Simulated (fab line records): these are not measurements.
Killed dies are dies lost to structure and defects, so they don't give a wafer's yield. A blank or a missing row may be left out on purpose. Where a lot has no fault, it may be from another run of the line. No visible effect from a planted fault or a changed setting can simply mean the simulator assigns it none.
fab line records	flow rit-cmos
record lots=5	wafers=15	last-day=7
route steps=202 shown CONTACT@168 M1@184
lots that met no fault: taken from a fault-free run of the same line
start-h: the number of hours between the record's first day and the start of the first shown wafer of the lot	wait-h: time in hours since the lot's previous step	" as in the row above	L1.1+2: a row that stands for several wafers	- either no value or no given start	* or withheld: withheld	< > ~ a bound
route shown NAME@n: names a module that has steps shown in the file, with the first one's number in the route	usual: mean/standard deviation taken from wafers without a fault	same: alike in all rows	chamber/n: place in a boat	sites: the reading at each site	_std_site: how widely they spread, as a standard deviation	_edge_site: the outer-site mean with the inner-site mean subtracted	radius-mm: how far each site lies from the wafer's centre	mask NAME#n: copy n	behind: the tool/chamber that last shaped the wafer	hold: the reason the lot was held/the length of the hold in hours/how it ended	device: whichever transistor did not switch (one of n, p or np)	end of line: the same wafers' tests at the end of the route	a step with no rows: only its recipe	killed: count of dies lost to structure and defects at first sort (not the wafer's yield)	map: the dies of a wafer, with x for killed, . for not killed, _ for no die there
set.NAME: setting as actually run; set.NAME@STEP: the setting as run at that earlier step	model.NAME: the simulator's own value behind a step, which no gauge read
certain route steps with their lots: each step a table, each wafer a row
services: when a tool's chamber went out of use (start-h, in hours from the record's first day, below 0 if earlier), for how many hours, and the reason
## steps
# step RIT_CONTACT_CVD_00
# recipe material=SiO2	target-thk-nm=400	precursor=TEOS	temp-c=390	time-s=61	rf-w=400
# usual heater-power-w=337/48	rf-fwd-power-W=396.9/1.5
lot.wafer	tool	chamber	start-h	wait-h	heater-power-w	rf-fwd-power-W
L076.3	pecvd-03	1	62.24	0.0	348	394.9
L076.4	"	1	"	"	250	397.9
L076.5	"	0	"	"	315	395.4
L084.2	pecvd-01	1	106.46	0.0	288	394.1
L084.3	"	2	"	"	338	395.1
L084.5	"	0	"	"	384	397.8
L089.2	pecvd-02	0	128.07	0.0	328	397.4
L089.3	"	1	"	"	324	395.4
L089.4	"	0	"	"	337	399.1
L094.1	pecvd-03	2	155.90	0.1	328	396.2
L094.3	"	1	"	"	292	397.3
L094.6	"	2	"	"	341	396.0
L096.1	pecvd-03	0	170.38	0.1	331	396.9
L096.4	"	0	"	"	343	396.8
L096.6	"	1	"	"	334	399.3
# step RIT_CONTACT_THK_MEAS_01
# recipe reads=SiO2_of_CONTACT_CVD_00
# usual CONTACT_TEOS_THK=401/5.7
lot.wafer	tool	chamber	start-h	wait-h	CONTACT_TEOS_THK[nm]
L076.3	film-metro-04	-	62.31	0.0	396
L076.4	"	-	"	"	400
L076.5	"	-	"	"	398
L084.2	film-metro-04	-	106.52	0.0	399
L084.3	"	-	"	"	401
L084.5	"	-	"	"	408
L089.2	film-metro-01	-	128.13	0.0	405
L089.3	"	-	"	"	394
L089.4	"	-	"	"	409
L094.1	film-metro-03	-	155.95	0.0	398
L094.3	"	-	"	"	403
L094.6	"	-	"	"	407
L096.1	film-metro-01	-	170.43	0.0	406
L096.4	"	-	"	"	409
L096.6	"	-	"	"	406
# step RIT_CONTACT_HMDS_02
# recipe prime-time-s=60	prime-temp-c=140
# usual chill-plate-temp-C=23.01/0.096
lot.wafer	tool	chamber	start-h	wait-h	chill-plate-temp-C
L076.3	litho-track-01	0	62.61	0.3	23.09
L076.4	"	0	"	"	22.80
L076.5	"	0	"	"	23.00
L084.2	litho-track-02	0	106.59	0.1	22.97
L084.3	"	0	"	"	22.99
L084.5	"	0	"	"	23.00
L089.2	litho-track-02	0	128.21	0.1	22.97
L089.3	"	0	"	"	23.00
L089.4	"	0	"	"	23.04
L094.1	litho-track-01	0	156.01	0.1	22.98
L094.3	"	0	"	"	23.11
L094.6	"	0	"	"	23.11
L096.1	litho-track-02	0	170.49	0.1	23.17
L096.4	"	0	"	"	22.91
L096.6	"	0	"	"	23.10
# step RIT_CONTACT_COAT_03
# recipe resist=NOVOLAK	spin-rpm=3250	resist-thk-nm=1000
# usual chill-plate-temp-C=23.02/0.11
lot.wafer	tool	chamber	start-h	wait-h	chill-plate-temp-C
L076.3	litho-track-01	0	62.76	0.1	22.94
L076.4	"	0	"	"	22.81
L076.5	"	0	"	"	23.16
L084.2	litho-track-02	0	106.74	0.1	22.87
L084.3	"	0	"	"	22.94
L084.5	"	0	"	"	23.02
L089.2	litho-track-02	0	128.36	0.1	23.20
L089.3	"	0	"	"	23.10
L089.4	"	0	"	"	23.08
L094.1	litho-track-01	0	156.16	0.1	22.92
L094.3	"	0	"	"	23.10
L094.6	"	0	"	"	23.07
L096.1	litho-track-02	0	170.64	0.1	23.08
L096.4	"	0	"	"	22.88
L096.6	"	0	"	"	22.85
# step RIT_CONTACT_SOFTBAKE_04
# recipe resist=NOVOLAK	temp-c=90	time-s=60
# usual chill-plate-temp-C=23.00/0.11
lot.wafer	tool	chamber	start-h	wait-h	chill-plate-temp-C
L076.3	litho-track-01	0	62.91	0.1	23.04
L076.4	"	0	"	"	22.89
L076.5	"	0	"	"	23.07
L084.2	litho-track-02	0	106.89	0.1	22.90
L084.3	"	0	"	"	22.81
L084.5	"	0	"	"	22.99
L089.2	litho-track-02	0	128.51	0.1	23.07
L089.3	"	0	"	"	23.00
L089.4	"	0	"	"	22.83
L094.1	litho-track-01	0	156.31	0.1	23.01
L094.3	"	0	"	"	22.97
L094.6	"	0	"	"	22.98
L096.1	litho-track-02	0	170.79	0.1	22.92
L096.4	"	0	"	"	22.92
L096.6	"	0	"	"	22.82
# step RIT_CONTACT_EXPOSE_05
# recipe mask-id=M11	na=0.6	source-shape=conventional	sigma-outer=0.5	target-cd-nm=1000	dose-mj=252.6
lot.wafer	tool	chamber	start-h	wait-h	mask
L076.3+4+5	iline-stepper-02	0	63.05	0.1	M11#0
L084.2+3+5	iline-stepper-02	0	107.16	0.2	M11#0
L089.2+3+4	iline-stepper-01	0	128.78	0.2	M11#0
L094.1+3+6	iline-stepper-01	0	156.46	0.1	M11#0
L096.1+4+6	iline-stepper-02	0	170.94	0.1	M11#0
# step RIT_CONTACT_PEB_06
# recipe resist=NOVOLAK	temp-c=withheld	time-s=withheld
# usual chill-plate-temp-C=*
lot.wafer	tool	chamber	start-h	wait-h	chill-plate-temp-C
L076.3	litho-track-03	0	63.42	0.3	*
L076.4	"	0	"	"	*
L076.5	"	0	"	"	*
L084.2	litho-track-03	0	107.28	0.1	*
L084.3	"	0	"	"	*
L084.5	"	0	"	"	*
L089.2	litho-track-01	0	128.90	0.1	*
L089.3	"	0	"	"	*
L089.4	"	0	"	"	*
L094.1	litho-track-03	0	156.57	0.1	*
L094.3	"	0	"	"	*
L094.6	"	0	"	"	*
L096.1	litho-track-01	0	171.06	0.1	*
L096.4	"	0	"	"	*
L096.6	"	0	"	"	*
# step RIT_CONTACT_DEVELOP_07
# recipe resist=NOVOLAK	develop-time-s=120	dev-temp-c=23
# usual chill-plate-temp-C=23.01/0.11
lot.wafer	tool	chamber	start-h	wait-h	chill-plate-temp-C
L076.3	litho-track-03	0	-	-	22.68
L076.4	"	0	"	"	22.86
L076.5	"	0	"	"	22.85
L084.2	litho-track-03	0	-	-	23.03
L084.3	"	0	"	"	23.05
L084.5	"	0	"	"	23.08
L089.2	litho-track-01	0	-	-	23.10
L089.3	"	0	"	"	23.01
L089.4	"	0	"	"	23.19
L094.1	litho-track-03	0	-	-	23.00
L094.3	"	0	"	"	23.06
L094.6	"	0	"	"	22.98
L096.1	litho-track-01	0	-	-	22.97
L096.4	"	0	"	"	23.01
L096.6	"	0	"	"	22.95
# step RIT_CONTACT_CD_MEAS_08
# recipe target-cd-nm=1000
# usual cd-nm=1000.1/2
lot.wafer	tool	chamber	start-h	wait-h	cd-nm
L076.3	cd-sem-02	-	63.84	-	998.9
L076.4	"	-	"	"	1000.7
L076.5	"	-	"	"	1000.9
L084.2	cd-sem-01	-	107.68	-	1001.8
L084.3	"	-	"	"	1001.0
L084.5	"	-	"	"	1001.2
L089.2	cd-sem-02	-	129.29	-	996.3
L089.3	"	-	"	"	994.6
L089.4	"	-	"	"	997.6
L094.1	cd-sem-01	-	156.97	-	998.7
L094.3	"	-	"	"	1000.1
L094.6	"	-	"	"	998.8
L096.1	cd-sem-02	-	171.46	-	999.9
L096.4	"	-	"	"	1002.0
L096.6	"	-	"	"	1001.0
# step RIT_CONTACT_OVL_MEAS_09
# usual CONTACT_OVL=0.0/1.3
lot.wafer	tool	chamber	start-h	wait-h	CONTACT_OVL[nm]
L076.3	overlay-02	-	63.94	0.1	-0.1
L076.4	"	-	"	"	-1.4
L076.5	"	-	"	"	-2.2
L084.2	overlay-02	-	107.78	0.1	-0.5
L084.3	"	-	"	"	0.2
L084.5	"	-	"	"	2.1
L089.2	overlay-02	-	129.40	0.1	1.6
L089.3	"	-	"	"	0.8
L089.4	"	-	"	"	0.6
L094.1	overlay-02	-	157.09	0.1	1.1
L094.3	"	-	"	"	0.1
L094.6	"	-	"	"	-0.1
L096.1	overlay-01	-	171.58	0.1	1.7
L096.4	"	-	"	"	1.1
L096.6	"	-	"	"	3.7
# step RIT_CONTACT_HARDBAKE_10
# recipe resist=NOVOLAK	temp-c=140	time-s=60
# usual chill-plate-temp-C=23.00/0.11
lot.wafer	tool	chamber	start-h	wait-h	chill-plate-temp-C
L076.3	litho-track-02	0	64.01	0.1	22.93
L076.4	"	0	"	"	22.89
L076.5	"	0	"	"	22.89
L084.2	litho-track-02	0	107.84	0.0	22.96
L084.3	"	0	"	"	23.04
L084.5	"	0	"	"	22.98
L089.2	litho-track-03	0	129.45	0.0	23.05
L089.3	"	0	"	"	23.05
L089.4	"	0	"	"	23.12
L094.1	litho-track-02	0	157.13	0.0	22.94
L094.3	"	0	"	"	23.03
L094.6	"	0	"	"	22.91
L096.1	litho-track-03	0	171.65	0.1	23.09
L096.4	"	0	"	"	23.03
L096.6	"	0	"	"	23.06
# step RIT_CONTACT_ETCH_11
# recipe target-depth-a=4800	over-etch-frac=0.2	stop-on=TiSi2	chemistry=CHF3/CF4/Ar	target=SiO2	CHF3_flow_sccm=50	cf4-flow-sccm=10	Ar_flow_sccm=100	O2_flow_sccm=5	pressure-mtorr=100	rf-w=200	time-s=320
# usual drypump-motor-current-A=5.6/0.41	oes-product-au=0.993/0.0096	rf-fwd-power-W=199.6/0.59	throttle-valve-pct=8.89/0.1
lot.wafer	tool	chamber	start-h	wait-h	drypump-motor-current-A	oes-product-au	rf-fwd-power-W	rf-hours-counter-h	throttle-valve-pct
L076.3	rie-diel-04	0	64.11	0.1	5.3	0.990	199.6	148	8.82
L076.4	"	3	"	"	5.7	0.982	200.4	97	9.03
L076.5	"	2	"	"	4.8	0.993	199.1	-	8.89
L084.2	rie-diel-01	3	107.96	0.1	5.9	0.992	199.9	128	8.83
L084.3	"	2	"	"	5.9	1.008	198.4	0	8.95
L084.5	"	2	"	"	5.9	1.003	197.9	-	8.95
L089.2	rie-diel-01	2	129.58	0.1	5.9	1.000	199.8	0	8.95
L089.3	"	3	"	"	6.0	0.985	199.0	128	8.85
L089.4	"	1	"	"	5.9	1.009	200.1	57	8.81
L094.1	rie-diel-01	2	157.28	0.1	5.9	1.006	199.5	1	8.95
L094.3	"	3	"	"	5.9	0.989	199.8	129	8.86
L094.6	"	3	"	"	5.9	1.000	199.3	-	8.86
L096.1	rie-diel-01	2	171.80	0.1	5.9	1.004	200.1	1	8.96
L096.4	"	1	"	"	5.9	1.002	199.2	57	8.82
L096.6	"	1	"	"	5.9	1.003	200.1	-	8.81
# step RIT_CONTACT_STRIP_12
# recipe chemistry=O2	time-s=180	resist=NOVOLAK	platen-temp-c=withheld	power-w=500	pressure-mtorr=4000	o2-flow-sccm=4000
# usual drypump-motor-current-A=5.7/0.65
lot.wafer	tool	chamber	start-h	wait-h	drypump-motor-current-A	rf-hours-counter-h
L076.3	plasma-asher-04	1	64.36	0.2	5.9	-
L076.4	"	0	"	"	6.3	-
L076.5	"	0	"	"	6.3	-
L084.2	plasma-asher-04	0	108.16	0.1	6.4	33
L084.3	"	1	"	"	5.9	-
L084.5	"	1	"	"	5.9	-
L089.2	plasma-asher-01	1	129.77	0.1	6.4	49
L089.3	"	0	"	"	4.9	-
L089.4	"	1	"	"	6.4	-
L094.1	plasma-asher-02	0	157.47	0.1	5.1	4
L094.3	"	1	"	"	4.7	-
L094.6	"	0	"	"	5.1	-
L096.1	plasma-asher-04	1	172.00	0.1	5.9	40
L096.4	"	1	"	"	5.9	-
L096.6	"	0	"	"	6.3	-
# step RIT_CONTACT_CD_MEAS_90
# recipe target-cd-nm=1000
# usual cd-nm=1000.2/2
lot.wafer	tool	chamber	start-h	wait-h	cd-nm
L076.3	cd-sem-01	-	64.52	0.1	998.2
L076.4	"	-	"	"	1001.0
L076.5	"	-	"	"	1001.1
L084.2	cd-sem-01	-	108.35	0.1	1001.5
L084.3	"	-	"	"	1001.3
L084.5	"	-	"	"	1001.4
L089.2	cd-sem-01	-	129.97	0.1	995.9
L089.3	"	-	"	"	995.0
L089.4	"	-	"	"	997.7
L094.1	cd-sem-02	-	157.65	0.1	998.4
L094.3	"	-	"	"	999.8
L094.6	"	-	"	"	998.1
L096.1	cd-sem-01	-	172.17	0.1	999.9
L096.4	"	-	"	"	1002.1
L096.6	"	-	"	"	1000.9
# step RIT_CONTACT_CLEAN_13
# recipe chemistry=SC1	mix=3:3:50	time-s=600	temp-c=75
lot.wafer	tool	chamber	start-h	wait-h
L076.3+4+5	wet-bench-04	2	64.60	0.1
L084.2+3+5	wet-bench-02	1	108.45	0.1
L089.2+3+4	wet-bench-04	3	130.07	0.1
L094.1+3+6	wet-bench-02	1	157.77	0.1
L096.1+4+6	wet-bench-01	1	172.29	0.1
# step RIT_CONTACT_CLEAN_14
# recipe chemistry=SC2	mix=3:3:50	time-s=600	temp-c=75	dry=n2-spin
lot.wafer	tool	chamber	start-h	wait-h
L076.3+4+5	wet-bench-04	0	64.79	0.0
L084.2+3+5	wet-bench-04	0	108.66	0.0
L089.2+3+4	wet-bench-01	1	130.24	0.0
L094.1+3+6	wet-bench-04	2	157.96	0.0
L096.1+4+6	wet-bench-01	3	172.47	0.0
# step RIT_M1_SPUTTER_00
# recipe material=Al	target-thk-nm=400	power-w=1940	chamber-pressure-pa=0.4	gas=Ar	time-s=500	substrate-temp-c=25
# usual throttle-valve-pct=30.2/1.3
lot.wafer	tool	chamber	start-h	wait-h	throttle-valve-pct
L076.3	pvd-sputter-03	-	64.98	0.0	30.1
L076.4	"	-	"	"	31.6
L076.5	"	-	"	"	31.6
L084.2	pvd-sputter-03	-	108.84	0.0	30.2
L084.3	"	-	"	"	31.9
L084.5	"	-	"	"	31.7
L089.2	pvd-sputter-04	-	130.43	0.0	31.8
L089.3	"	-	"	"	29.3
L089.4	"	-	"	"	27.8
L094.1	pvd-sputter-04	-	158.15	0.0	27.9
L094.3	"	-	"	"	27.9
L094.6	"	-	"	"	27.8
L096.1	pvd-sputter-01	-	172.64	0.0	30.9
L096.4	"	-	"	"	28.5
L096.6	"	-	"	"	30.6
# step RIT_M1_RS_MEAS_01
# recipe thk-meas-gauge=four-point-probe	reads=Al_of_M1_SPUTTER_00
# usual M1_AL_RS=0.0753/0.00067
lot.wafer	tool	chamber	start-h	wait-h	M1_AL_RS[ohm/sq]
L076.3	film-metro-02	-	65.32	0.2	0.0760
L076.4	"	-	"	"	0.0762
L076.5	"	-	"	"	0.0764
L084.2	film-metro-03	-	109.15	0.2	0.0739
L084.3	"	-	"	"	0.0752
L084.5	"	-	"	"	0.0743
L089.2	film-metro-02	-	130.75	0.2	0.0753
L089.3	"	-	"	"	0.0757
L089.4	"	-	"	"	0.0765
L094.1	film-metro-02	-	158.44	0.1	0.0752
L094.3	"	-	"	"	0.0751
L094.6	"	-	"	"	0.0752
L096.1	film-metro-04	-	172.93	0.1	0.0744
L096.4	"	-	"	"	0.0755
L096.6	"	-	"	"	0.0749
# step RIT_M1_THK_MEAS_02
# recipe thk-meas-gauge=xrf	reads=Al_of_M1_SPUTTER_00
# usual M1_AL_THK=385/4.8
lot.wafer	tool	chamber	start-h	wait-h	M1_AL_THK[nm]
L076.3	film-metro-02	-	65.42	0.1	383
L076.4	"	-	"	"	381
L076.5	"	-	"	"	380
L084.2	film-metro-03	-	109.26	0.1	394
L084.3	"	-	"	"	388
L084.5	"	-	"	"	391
L089.2	film-metro-02	-	130.86	0.1	384
L089.3	"	-	"	"	383
L089.4	"	-	"	"	380
L094.1	film-metro-02	-	158.56	0.1	389
L094.3	"	-	"	"	388
L094.6	"	-	"	"	386
L096.1	film-metro-04	-	173.05	0.1	390
L096.4	"	-	"	"	383
L096.6	"	-	"	"	384
# step RIT_M1_HMDS_03
# recipe prime-time-s=60	prime-temp-c=140
# usual chill-plate-temp-C=22.98/0.1
lot.wafer	tool	chamber	start-h	wait-h	chill-plate-temp-C
L076.3	litho-track-04	0	65.51	0.1	22.97
L076.4	"	0	"	"	23.07
L076.5	"	0	"	"	22.95
L084.2	litho-track-04	0	109.34	0.1	22.73
L084.3	"	0	"	"	22.90
L084.5	"	0	"	"	22.84
L089.2	litho-track-02	0	130.93	0.1	23.07
L089.3	"	0	"	"	22.94
L089.4	"	0	"	"	22.88
L094.1	litho-track-02	0	158.62	0.1	23.01
L094.3	"	0	"	"	23.10
L094.6	"	0	"	"	23.01
L096.1	litho-track-01	0	173.11	0.1	23.03
L096.4	"	0	"	"	23.00
L096.6	"	0	"	"	22.93
# step RIT_M1_COAT_04
# recipe resist=NOVOLAK	spin-rpm=2000	resist-thk-nm=1300
# usual chill-plate-temp-C=23.00/0.096
lot.wafer	tool	chamber	start-h	wait-h	chill-plate-temp-C
L076.3	litho-track-04	0	65.66	0.1	22.97
L076.4	"	0	"	"	22.96
L076.5	"	0	"	"	23.05
L084.2	litho-track-04	0	109.49	0.1	22.98
L084.3	"	0	"	"	22.98
L084.5	"	0	"	"	22.96
L089.2	litho-track-02	0	131.08	0.1	23.01
L089.3	"	0	"	"	22.84
L089.4	"	0	"	"	22.96
L094.1	litho-track-02	0	158.77	0.1	23.18
L094.3	"	0	"	"	23.23
L094.6	"	0	"	"	23.09
L096.1	litho-track-01	0	173.26	0.1	23.15
L096.4	"	0	"	"	23.00
L096.6	"	0	"	"	22.97
# step RIT_M1_SOFTBAKE_05
# recipe resist=NOVOLAK	temp-c=90	time-s=60
# usual chill-plate-temp-C=22.97/0.11
lot.wafer	tool	chamber	start-h	wait-h	chill-plate-temp-C
L076.3	litho-track-04	0	65.81	0.1	23.00
L076.4	"	0	"	"	22.87
L076.5	"	0	"	"	22.79
L084.2	litho-track-04	0	109.64	0.1	22.84
L084.3	"	0	"	"	23.07
L084.5	"	0	"	"	22.99
L089.2	litho-track-02	0	131.23	0.1	23.03
L089.3	"	0	"	"	22.95
L089.4	"	0	"	"	22.90
L094.1	litho-track-02	0	158.92	0.1	22.92
L094.3	"	0	"	"	22.90
L094.6	"	0	"	"	23.06
L096.1	litho-track-01	0	173.41	0.1	22.85
L096.4	"	0	"	"	23.01
L096.6	"	0	"	"	22.95
# step RIT_M1_EXPOSE_06
# recipe mask-id=M12	na=0.6	source-shape=conventional	sigma-outer=0.5	target-cd-nm=2600	dose-mj=250
lot.wafer	tool	chamber	start-h	wait-h	mask
L076.3+4+5	iline-stepper-02	0	66.07	0.2	M12#0
L084.2+3+5	iline-stepper-02	0	109.78	0.1	M12#0
L089.2+3+4	iline-stepper-01	0	131.38	0.1	M12#0
L094.1+3+6	iline-stepper-02	0	159.07	0.1	M12#0
L096.1+4+6	iline-stepper-02	0	173.89	0.4	M12#0
# step RIT_M1_PEB_07
# recipe resist=NOVOLAK	temp-c=withheld	time-s=withheld
# usual chill-plate-temp-C=*
lot.wafer	tool	chamber	start-h	wait-h	chill-plate-temp-C
L076.3	litho-track-01	0	66.23	0.1	*
L076.4	"	0	"	"	*
L076.5	"	0	"	"	*
L084.2	litho-track-01	0	109.90	0.1	*
L084.3	"	0	"	"	*
L084.5	"	0	"	"	*
L089.2	litho-track-02	0	131.50	0.1	*
L089.3	"	0	"	"	*
L089.4	"	0	"	"	*
L094.1	litho-track-02	0	159.19	0.1	*
L094.3	"	0	"	"	*
L094.6	"	0	"	"	*
L096.1	litho-track-01	0	174.00	0.1	*
L096.4	"	0	"	"	*
L096.6	"	0	"	"	*
# step RIT_M1_DEVELOP_08
# recipe resist=NOVOLAK	develop-time-s=68	dev-temp-c=23
# usual chill-plate-temp-C=23.01/0.12
lot.wafer	tool	chamber	start-h	wait-h	chill-plate-temp-C
L076.3	litho-track-01	0	-	-	23.04
L076.4	"	0	"	"	23.08
L076.5	"	0	"	"	22.80
L084.2	litho-track-01	0	-	-	23.02
L084.3	"	0	"	"	23.06
L084.5	"	0	"	"	23.02
L089.2	litho-track-02	0	-	-	23.08
L089.3	"	0	"	"	22.87
L089.4	"	0	"	"	22.96
L094.1	litho-track-02	0	-	-	22.94
L094.3	"	0	"	"	23.00
L094.6	"	0	"	"	22.83
L096.1	litho-track-01	0	-	-	22.81
L096.4	"	0	"	"	22.82
L096.6	"	0	"	"	22.94
# step RIT_M1_CD_MEAS_09
# recipe target-cd-nm=2600
# usual cd-nm=2599.4/2.5
lot.wafer	tool	chamber	start-h	wait-h	cd-nm
L076.3	cd-sem-02	-	66.54	-	2601.2
L076.4	"	-	"	"	2601.5
L076.5	"	-	"	"	2603.0
L084.2	cd-sem-01	-	110.21	-	2596.1
L084.3	"	-	"	"	2598.2
L084.5	"	-	"	"	2595.4
L089.2	cd-sem-01	-	131.81	-	2603.8
L089.3	"	-	"	"	2602.9
L089.4	"	-	"	"	2605.6
L094.1	cd-sem-01	-	159.50	-	2596.4
L094.3	"	-	"	"	2595.7
L094.6	"	-	"	"	2595.8
L096.1	cd-sem-02	-	174.32	-	2598.9
L096.4	"	-	"	"	2598.2
L096.6	"	-	"	"	2598.9
# step RIT_M1_OVL_MEAS_10
# usual M1_OVL=-0.9/1.4
lot.wafer	tool	chamber	start-h	wait-h	M1_OVL[nm]
L076.3	overlay-02	-	66.63	0.1	-0.7
L076.4	"	-	"	"	-1.7
L076.5	"	-	"	"	-0.9
L084.2	overlay-01	-	110.32	0.1	-1.4
L084.3	"	-	"	"	0.5
L084.5	"	-	"	"	-0.4
L089.2	overlay-02	-	131.92	0.1	0.0
L089.3	"	-	"	"	0.2
L089.4	"	-	"	"	-1.6
L094.1	overlay-01	-	159.62	0.1	0.4
L094.3	"	-	"	"	0.7
L094.6	"	-	"	"	0.4
L096.1	overlay-01	-	174.44	0.1	-0.1
L096.4	"	-	"	"	-0.8
L096.6	"	-	"	"	-0.9
# step RIT_M1_HARDBAKE_11
# recipe resist=NOVOLAK	temp-c=140	time-s=120
# usual chill-plate-temp-C=23.01/0.11
lot.wafer	tool	chamber	start-h	wait-h	chill-plate-temp-C
L076.3	litho-track-01	0	66.74	0.1	23.04
L076.4	"	0	"	"	22.99
L076.5	"	0	"	"	23.17
L084.2	litho-track-01	0	110.39	0.1	22.92
L084.3	"	0	"	"	23.05
L084.5	"	0	"	"	23.02
L089.2	litho-track-01	0	131.99	0.1	22.93
L089.3	"	0	"	"	23.08
L089.4	"	0	"	"	22.91
L094.1	litho-track-04	0	159.66	0.0	22.90
L094.3	"	0	"	"	23.02
L094.6	"	0	"	"	22.93
L096.1	litho-track-02	0	174.47	0.0	23.04
L096.4	"	0	"	"	23.02
L096.6	"	0	"	"	22.95
# step RIT_M1_METAL_ETCH_12
# recipe stop-on=SiO2	chemistry=Cl2/BCl3	target=Al	time-s=165	over-etch-frac=0.5	pressure-mtorr=103.9	target-depth-a=6000	rf-w=250	Cl2_flow_sccm=60	bcl3-flow-sccm=50
# usual drypump-motor-current-A=5.6/0.56	he-backside-leak-sccm=3.37/0.2	mfc-cl2-sccm=60.02/0.18	oes-product-au=0.764/0.0084	rf-fwd-power-W=248.8/0.72	throttle-valve-pct=8.05/0.052
lot.wafer	tool	chamber	start-h	wait-h	drypump-motor-current-A	he-backside-leak-sccm	mfc-cl2-sccm	oes-product-au	rf-fwd-power-W	rf-hours-counter-h	throttle-valve-pct
L076.3	rie-metal-02	1	66.96	0.2	5.3	3.48	60.04	0.759	249.6	-	8.03
L076.4	"	0	"	"	4.9	3.04	60.15	0.765	249.1	-	8.08
L076.5	"	1	"	"	5.3	3.51	60.08	0.759	249.1	-	8.03
L084.2	rie-metal-01	0	110.60	0.2	6.4	3.70	60.30	0.778	249.2	38	8.12
L084.3	"	1	"	"	6.5	3.32	59.84	0.768	248.8	-	7.92
L084.5	"	1	"	"	6.5	3.32	60.05	0.772	248.6	-	7.94
L089.2	rie-metal-04	0	132.20	0.2	5.3	3.77	60.02	0.758	248.7	5	8.07
L089.3	"	1	"	"	5.5	3.27	59.77	0.762	249.8	-	8.05
L089.4	"	0	"	"	5.3	3.70	59.92	0.749	249.3	-	8.06
L094.1	rie-metal-01	1	159.91	0.2	6.5	3.39	59.89	0.760	247.4	0	7.93
L094.3	"	0	"	"	6.4	3.62	60.20	0.767	248.7	-	8.09
L094.6	"	1	"	"	6.5	3.44	59.97	0.770	247.3	-	7.93
L096.1	rie-metal-01	0	174.72	0.2	6.4	3.61	59.81	0.775	248.3	0	8.10
L096.4	"	0	"	"	6.4	3.62	60.02	0.776	249.1	-	8.11
L096.6	"	0	"	"	6.4	3.65	59.92	0.779	247.5	-	8.09
# step RIT_M1_STRIP_13
# recipe chemistry=nmp	resist=NOVOLAK	temp-c=80	time-s=600	dry=n2-spin
lot.wafer	tool	chamber	start-h	wait-h
L076.3+4+5	wet-bench-01	3	67.07	0.1
L084.2+3+5	wet-bench-01	3	110.76	0.1
L089.2+3+4	wet-bench-02	2	132.36	0.1
L094.1+3+6	wet-bench-03	2	160.07	0.1
L096.1+4+6	wet-bench-02	0	175.05	0.3
# step RIT_M1_STRIP_14
# recipe chemistry=O2	time-s=180	platen-temp-c=withheld	power-w=500	pressure-mtorr=4000	o2-flow-sccm=4000
# usual drypump-motor-current-A=5.6/0.48
lot.wafer	tool	chamber	start-h	wait-h	drypump-motor-current-A	rf-hours-counter-h
L076.3	plasma-asher-03	1	67.31	0.1	5.7	-
L076.4	"	0	"	"	5.6	-
L076.5	"	0	"	"	5.6	-
L084.2	plasma-asher-03	0	110.93	0.0	5.6	46
L084.3	"	1	"	"	5.6	-
L084.5	"	1	"	"	5.7	-
L089.2	plasma-asher-02	1	132.53	0.0	4.7	1
L089.3	"	0	"	"	5.1	-
L089.4	"	1	"	"	4.7	-
L094.1	plasma-asher-03	0	160.25	0.0	5.6	51
L094.3	"	1	"	"	5.7	-
L094.6	"	1	"	"	5.7	-
L096.1	plasma-asher-03	0	175.27	0.0	5.6	52
L096.4	"	0	"	"	5.6	-
L096.6	"	0	"	"	5.6	-
# step RIT_M1_CD_MEAS_90
# recipe target-cd-nm=2600
# usual cd-nm=2598.9/2.6
lot.wafer	tool	chamber	start-h	wait-h	cd-nm
L076.3	cd-sem-02	-	67.47	0.1	2598.8
L076.4	"	-	"	"	2601.9
L076.5	"	-	"	"	2601.3
L084.2	cd-sem-01	-	111.13	0.1	2598.0
L084.3	"	-	"	"	2596.2
L084.5	"	-	"	"	2594.9
L089.2	cd-sem-01	-	132.73	0.1	2601.6
L089.3	"	-	"	"	2601.4
L089.4	"	-	"	"	2602.6
L094.1	cd-sem-02	-	160.42	0.1	2600.7
L094.3	"	-	"	"	2598.1
L094.6	"	-	"	"	2600.4
L096.1	cd-sem-02	-	175.45	0.1	2599.6
L096.4	"	-	"	"	2599.1
L096.6	"	-	"	"	2598.6
# step RIT_M1_ANNEAL_15
# recipe temp-c=450	time-s=1800	ambient=forming_gas_H2N2
# usual zone-power-centre-pct=18.76/0.19
lot.wafer	tool	chamber	start-h	wait-h	zone-power-centre-pct
L076.3	furnace-02	0	67.55	0.1	18.78
L076.4	"	0	"	"	18.56
L076.5	"	0	"	"	18.61
L084.2	furnace-02	0	111.23	0.1	18.49
L084.3	"	0	"	"	18.43
L084.5	"	0	"	"	18.76
L089.2	furnace-02	0	133.84	1.1	18.64
L089.3	"	0	"	"	18.75
L089.4	"	0	"	"	18.67
L094.1	furnace-02	0	160.54	0.1	18.44
L094.3	"	0	"	"	18.49
L094.6	"	0	"	"	18.65
L096.1	furnace-02	0	176.61	1.1	18.77
L096.4	"	0	"	"	18.55
L096.6	"	0	"	"	18.87
# step RIT_M1_BOW_MEAS_16
# recipe mode=bow
# usual M1_BOW=17/6.2
lot.wafer	tool	chamber	start-h	wait-h	M1_BOW[um]
L076.3	film-metro-02	-	69.09	0.0	17
L076.4	"	-	"	"	19
L076.5	"	-	"	"	25
L084.2	film-metro-03	-	112.75	0.0	20
L084.3	"	-	"	"	18
L084.5	"	-	"	"	20
L089.2	film-metro-04	-	135.36	0.0	26
L089.3	"	-	"	"	21
L089.4	"	-	"	"	2
L094.1	film-metro-04	-	162.04	0.0	17
L094.3	"	-	"	"	12
L094.6	"	-	"	"	12
L096.1	film-metro-04	-	178.11	0.0	15
L096.4	"	-	"	"	18
L096.6	"	-	"	"	4
## services
tool	chamber	start-h	hours	kind
pecvd-03	-	45.24	2.8	pm
pvd-sputter-04	-	47.80	1.7	repair
rie-diel-01	1	53.71	25.6	repair
pecvd-03	-	54.41	5.5	pm
iline-stepper-01	-	75.50	1.7	pm
wet-bench-01	-	77.33	3.4	repair
rie-metal-01	1	77.37	4.8	repair
rie-diel-01	2	84.99	-	clean
rie-diel-01	2	84.99	18.6	scheduled-down
rie-diel-01	2	84.99	18.6	vent-cycle
rie-metal-01	-	85.28	2.8	pm
iline-stepper-01	-	91.00	2.1	pm
pvd-sputter-04	-	92.36	1.4	repair
iline-stepper-01	-	93.08	-	consumable-replace:lamp
rie-diel-01	-	96.40	0.7	repair
iline-stepper-02	-	97.59	1.7	pm
plasma-asher-02	-	108.80	9.0	pm
pvd-sputter-01	-	111.26	4.3	repair
rie-diel-04	2	122.30	1.8	repair
rie-metal-01	-	136.12	20.0	pm
furnace-02	-	151.70	2.2	repair
rie-metal-02	-	170.45	0.9	repair
rie-metal-01	1	173.01	4.3	repair
rie-diel-01	0	176.46	-	clean
## key
fault none
